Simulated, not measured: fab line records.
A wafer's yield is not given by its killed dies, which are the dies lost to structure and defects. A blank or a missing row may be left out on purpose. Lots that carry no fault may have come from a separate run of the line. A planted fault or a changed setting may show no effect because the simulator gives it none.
The tool behind it: which one? || flow ritCmos || 6 lots (18 wafers sampled), 1 step of a 202-step route

== WHAT THE GAUGES SHOWED, per wafer ==
RIT_ACTIVE_BOW_MEAS_00.
{"lot": "L616", "measured": "day 1 20:01", "on": "filmMetro-02", "INCOMING_BOW (um)": "0 6 9"}
{"lot": "L618", "measured": "day 2 06:00", "on": "filmMetro-04", "INCOMING_BOW (um)": "0 14 5"}
{"lot": "L623", "measured": "day 3 07:00", "on": "filmMetro-02", "INCOMING_BOW (um)": "5 -1 3"}
{"lot": "L627", "measured": "day 4 03:04", "on": "filmMetro-04", "INCOMING_BOW (um)": "3 3 -9"}
{"lot": "L632", "measured": "day 5 04:02", "on": "filmMetro-02", "INCOMING_BOW (um)": "9 4 -10"}
{"lot": "L636", "measured": "day 6 00:04", "on": "filmMetro-02", "INCOMING_BOW (um)": "-3 -6 8"}

== WHICH TOOL RAN EACH LOT (tool, then ch and the chambers of the sampled wafers, then the start) ==
There is no process step in the record ahead of these readings.

== THE ANSWER, worked out from the rows above alone ==
Rule: usual is defined by the lots themselves. Put in order of their means at a reading, lots are off if they are a third of the lots or fewer, leave a main group of 4 or more, and stand apart from it by a gap of 3 or more times the standard deviation of the main group's means; of several such gaps the widest counts. A main group whose means are all the same, to the digits that the tables above print for the reading, isn't used. A lot without any number at a reading at which 4 lots or more have one is off too. The other lots that the step has rows for count as sound.
Across all readings shown, no lot is off: no conclusion can be drawn from this.

== WHAT THE SIMULATOR HAD INSERTED ==
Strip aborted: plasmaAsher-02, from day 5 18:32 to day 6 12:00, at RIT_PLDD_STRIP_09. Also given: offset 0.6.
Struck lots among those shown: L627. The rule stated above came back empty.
